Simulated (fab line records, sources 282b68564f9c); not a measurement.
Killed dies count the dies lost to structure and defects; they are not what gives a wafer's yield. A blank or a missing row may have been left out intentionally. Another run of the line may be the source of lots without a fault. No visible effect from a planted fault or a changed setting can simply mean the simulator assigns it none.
2 desks looking at one fault :: flow rit_cmos :: each desk has only its own numbers; what lay behind them comes last

## THE TOOL OWNER'S DESK: rie_si-01
The tool's own readings at RIT_GATE_ETCH_19 (etches poly-Si in SF6/CHF3/O2, stops on SiO2, time 165 s, target depth 312.5 nm): means of the sampled wafers that have a number, for each lot that ran on this tool. Marked OUT: a lot whose mean sits more than 4 standard deviations from the usual mean, which makes it out of limits; the brackets give that distance.
Columns: A = chamber_pressure_mTorr at RIT_GATE_ETCH_19, usual 40.00 mTorr; B = drypump_motor_current_A at RIT_GATE_ETCH_19, usual 5.5 A; C = oes_product_au at RIT_GATE_ETCH_19, usual 0.826 a.u.; D = run_length_s at RIT_GATE_ETCH_19, usual 193.1 s; E = throttle_valve_pct at RIT_GATE_ETCH_19, usual 10.24 %
lot: L699
first seen here: day 4 15:48
A: 40.00
B: 5.4
C: 0.829
D: 193.0
E: 10.26

lot: L703
first seen here: day 5 10:47
A: 39.97
B: 5.3
C: 0.779 (-4.3) OUT
D: 210.1 (+53) OUT
E: 10.37

lot: L705
first seen here: day 5 16:33
A: 39.96
B: 5.4
C: 0.756 (-6.4) OUT
D: 210.1 (+53) OUT
E: 10.23

lot: L707
first seen here: day 6 06:15
A: 40.00
B: 5.4
C: 0.779 (-4.3) OUT
D: 210.0 (+53) OUT
E: 10.24
This desk's finding: out of limits on L703, L705, L707; first on L703, day 5 10:47 (oes_product_au at RIT_GATE_ETCH_19). Within limits: L699.

## METROLOGY DESK
What the gauges read for every lot (on any tool): the sampled wafers with a number, averaged. Marked OUT: a lot whose mean sits more than 4 standard deviations from the usual mean, which makes it out of limits; the brackets give that distance.
Columns: A = GATE_OXIDE_THK at RIT_GATE_THK_MEAS_07, usual 3.02 nm; B = GATE_POLY_THK at RIT_GATE_THK_MEAS_09, usual 242.3 nm; C = cd_nm at RIT_GATE_CD_MEAS_16, usual 149.5 nm; D = GATE_OVL at RIT_GATE_OVL_MEAS_17, usual -0.9 nm
lot: L699
first seen here: day 4 12:45
A: 3.00
B: 244.3
C: 151.3
D: -2.1

lot: L700
first seen here: day 4 18:57
A: 3.00
B: 244.6
C: 149.8
D: -0.6

lot: L703
first seen here: day 5 07:22
A: 3.03
B: 240.2
C: 149.8
D: -0.8

lot: L705
first seen here: day 5 13:21
A: 3.08
B: 236.1
C: 149.5
D: -2.5

lot: L707
first seen here: day 6 03:22
A: 3.08
B: 244.0
C: 152.7
D: -0.7

lot: L710
first seen here: day 6 11:41
A: 3.04
B: 244.9
C: 146.2
D: -1.7

lot: L712
first seen here: day 7 03:20
A: 3.07
B: 245.3
C: 148.0
D: -1.5
Result from this desk: across the 7 lots, nothing is out of limits.

## ALL TOGETHER
The tool owner's desk had the chance to raise an alarm at day 5 10:47 on L703, L705, L707.
At the metrology desk, nothing out of limits was observed.
The metrology desk holds a record of L703, L705, L707, inside its limits.
All the named lots went through RIT_GATE_ETCH_19 on rie_si-01.

## WHAT THE SIMULATOR HAD INSERTED
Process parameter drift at RIT_GATE_ETCH_19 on rie_si-01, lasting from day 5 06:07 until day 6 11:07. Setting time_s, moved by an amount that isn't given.
Lots struck among those shown: L703, L705, L707.
How many hours passed from the start of the fault until each desk's first out-of-limits reading: the tool owner's desk, 5.
